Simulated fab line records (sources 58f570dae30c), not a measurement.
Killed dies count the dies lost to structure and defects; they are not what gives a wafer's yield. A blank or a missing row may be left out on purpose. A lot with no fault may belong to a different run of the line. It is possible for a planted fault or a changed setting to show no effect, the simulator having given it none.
A lot that was struck, set against a sound lot | flow berkeleyCmos170 | 19 out of 331 route steps
Sound: these wafers, L524.2, L524.3, L524.4. The struck wafers were L517.1, L517.4, L517.5. The cause is given at the end.
Order at every step that has rows: each side's tool, ch and its chambers, its first start. Under that, the readings that differ: sound wafers | struck wafers | difference of the means | sigmas: that difference in standard deviations of wafers without a fault.
alike: words and numbers the same on both sides, and readings whose means are apart by under 2 such deviations; not compared: readings that were withheld, readings missing a value for some wafer, numbers with overlapping values and no deviation given by the record, and bounds like >300 which may hide the same value.
Wherever a step has rows on one side only, a row that says differs or no value, or a row with sigmas, the two part there. Non-overlapping numbers with no deviation appear without sigmas and do not part them. A reading that every wafer of one side lacks parts them only if that side has two wafers or more.

UCB170_M3_SPUTTER_01: material Al, target thk 900 nm, time 120 s.
  sound on pvdSputter-03 at day 12 06:23; struck on pvdSputter-04 at day 10 15:44
  alike: chamberPressurePa, throttleValvePct
UCB170_M3_RS_MEAS_02: the measuring method here is four-point-probe.
  sound on filmMetro-03 at day 12 06:29; struck on filmMetro-01 at day 10 15:49
  alike: M3_AL_RS
UCB170_M3_THK_MEAS_03: measures by xrf.
  sound on filmMetro-03 at day 12 06:35; struck on filmMetro-01 at day 10 15:56
  alike: M3_AL_THK
then, 3 steps without rows for these wafers: UCB170_M3_HMDS_04 (prime time 60 s); UCB170_M3_COAT_05 (resist thk 900 nm); UCB170_M3_SOFTBAKE_06 (time 60 s).
UCB170_M3_STRIP_07: strips in O2.
  sound on plasmaAsher-03 ch 0,1, day 12 07:30; struck on plasmaAsher-03 ch 0,1, day 10 16:26
  alike: drypumpMotorCurrentA, oesProductAu, stripTimeToEndpointS
  not compared: rfHoursCounterH
then, 5 steps without rows for these wafers: UCB170_M3_STRIP_08 (strips KrF in DMSO, time 600 s); UCB170_M3_COAT_09; UCB170_M3_COAT_10 (resist thk 900 nm); UCB170_M3_SOFTBAKE_11 (time 60 s); UCB170_M3_EXPOSE_12 (exposes mask METAL3, target cd 700 nm).
UCB170_M3_PEB_13:
  sound on lithoTrack-04 ch 0, day 12 09:09; struck on lithoTrack-02 ch 0, day 10 18:50
reading               | sound                | struck               | difference | sigmas
chillPlateTempC (C)   | 22.77 22.95 22.80    | 23.19 22.98 23.19    | +0.28      | +3
heaterPowerTotalW (W) | 56.76 56.85 56.77    | 50.72 50.74 50.77    | -6.05      | -99 or more
plateTempC (C)        | 130.15 130.18 130.07 | 119.44 119.47 119.15 | -10.78     | -77
then, 1 step without rows for these wafers: UCB170_M3_DEVELOP_14 (develop time 45 s).
UCB170_M3_CD_MEAS_15: target cd 700 nm.
  sound on cdSem-01 at day 12 09:25; struck on cdSem-01 at day 10 19:07
reading   | sound             | struck            | difference | sigmas
cdNm (nm) | 703.2 703.0 700.6 | 812.7 813.1 813.0 | +110.7     | +79
UCB170_M3_OVL_MEAS_16:
  sound on overlay-02 at day 12 09:32; struck on overlay-01 at day 10 19:14
  alike: M3_OVL
UCB170_M3_ETCH_17: etches BARC in N2/H2.
  sound on rieDiel-03 ch 1,2,3, day 12 09:34; struck on rieDiel-03 ch 0,1,3, day 10 19:16
reading            | sound             | struck          | difference | sigmas
model.M3.cdNm (nm) | 703.2 703.2 700.7 | 813 813.6 812.3 | +111       | 
  alike: drypumpMotorCurrentA, oesProductAu, throttleValvePct
UCB170_M3_METAL_ETCH_18: etches Al in Cl2/BCl3, stops on SiO2, target depth 1170 nm, time 195 s.
  sound on rieMetal-04 ch 0,1, day 12 09:36; struck on rieMetal-01 ch 0,1, day 10 19:19
reading            | sound             | struck            | difference | sigmas
model.M3.cdNm (nm) | 704.3 700.3 706.7 | 805.6 811.9 807.1 | +104.4     | 
  alike: drypumpMotorCurrentA, oesProductAu, throttleValvePct
  not compared: rfHoursCounterH
UCB170_M3_STRIP_19: strips in O2.
  sound on plasmaAsher-01 ch 0,1, day 12 09:47; struck on plasmaAsher-03 ch 1, day 10 19:30
  alike: drypumpMotorCurrentA, oesProductAu
  not compared: rfHoursCounterH

## WHERE THEY PART
Earliest at UCB170_M3_PEB_13; latest, in this record, at UCB170_M3_CD_MEAS_15. Later steps at which nothing parts them and some readings are alike: UCB170_M3_OVL_MEAS_16, UCB170_M3_ETCH_17, UCB170_M3_METAL_ETCH_18, UCB170_M3_STRIP_19.

WHY: the cause the simulator had injected
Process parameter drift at UCB170_M3_PEB_13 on lithoTrack-02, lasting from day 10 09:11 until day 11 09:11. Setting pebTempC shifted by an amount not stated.
